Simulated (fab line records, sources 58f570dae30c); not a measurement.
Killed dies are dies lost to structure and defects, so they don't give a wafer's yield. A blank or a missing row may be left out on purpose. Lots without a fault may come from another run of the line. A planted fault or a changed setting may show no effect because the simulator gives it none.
Problem report in the 8D (eight disciplines) form, filled by code | flow berkeley_cmos170 | the parts of the form that need people (team, actions taken, sign-off) are left out

1. THE PROBLEM
run_length_s at UCB170_GATE_ETCH_15 reads a mean of 61.4 s on 1 wafer of 1 lot; wafers without a fault read 84.6 s with a standard deviation of 0.45. That is -52 standard deviations from the usual mean.
The step: etches poly-Si in HBr/Cl2, stops on SiO2, time 56.3 s, target depth 278.2 nm.
First seen on wafer L149.6, day 9 11:18, on rie_si-02. The record holds 13 wafers of 5 lots with a number at this step. Rule for "out", or "out of limits": more than 4 standard deviations from the usual mean. The other wafers with a number count as sound.

2. WHAT IT IS AND WHAT IT IS NOT
question                    | is                           | is not
which readings at this step | run_length_s, oes_product_au | drypump_motor_current_A, throttle_valve_pct
which lots                  | L149                         | L138, L145, L156, L157
which wafers of those lots  | all that have a number       | -
read on which tools         | rie_si-02                    | rie_si-01
when                        | from day 9 11:18             | up to then (6 sound wafers); but 6 sound wafers of L156, L157 came after

3. SUSPECTS, AND WHAT RULES EACH OUT
Counting: a tool at a process step up to the reading stays a suspect if it ran every lot that is out and no sound lot after the first of them.
- rie_diel-03 at UCB170_GATE_ETCH_14 (etches BARC in N2/H2): kept. It ran the lot that is out, L149 (day 9 11:16), and no sound lot after that; its last sound lot up to then is L145 (day 8 21:47).
- rie_si-02 at UCB170_GATE_ETCH_15 (etches poly-Si in HBr/Cl2, stops on SiO2, time 56.3 s, target depth 278.2 nm): kept. It ran the lot that is out, L149 (day 9 11:18), and no sound lot after that; its last sound lot up to then is L138 (day 7 19:20). Its own readings are out on those wafers: oes_product_au, run_length_s.
Left after counting: rie_diel-03 at UCB170_GATE_ETCH_14, rie_si-02 at UCB170_GATE_ETCH_15.

4. THE CAUSE (what the simulator had put in)
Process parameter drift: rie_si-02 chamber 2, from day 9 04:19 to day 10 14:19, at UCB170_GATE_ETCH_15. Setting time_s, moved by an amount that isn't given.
Counting left 2 suspects, and this tool is among them.

5. THE CHAIN OF EFFECTS, in route order
Each row: a reading whose mean over the struck wafers that have a number lies more than 3 standard deviations from the usual. Only readings for which the record gives a usual standard deviation are gone through. hours: the time from each lot's start at the first step in this table that gives one to its start at this step, as a median over the lots. sigmas: the change in usual standard deviations.
hours | step                | reading        | usual      | on struck wafers | change | sigmas
0     | UCB170_GATE_ETCH_15 | oes_product_au | 0.833 a.u. | 1.007            | +0.174 | +12
0     | UCB170_GATE_ETCH_15 | run_length_s   | 84.6 s     | 61.4             | -23.2  | -52
The process steps in it:
- UCB170_GATE_ETCH_15: etches poly-Si in HBr/Cl2, stops on SiO2, time 56.3 s, target depth 278.2 nm.

6. WHAT WOULD HAVE CAUGHT IT SOONER
In this record the first reading out of limits was taken at day 9 11:18, 7 hours after the fault began at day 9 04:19.
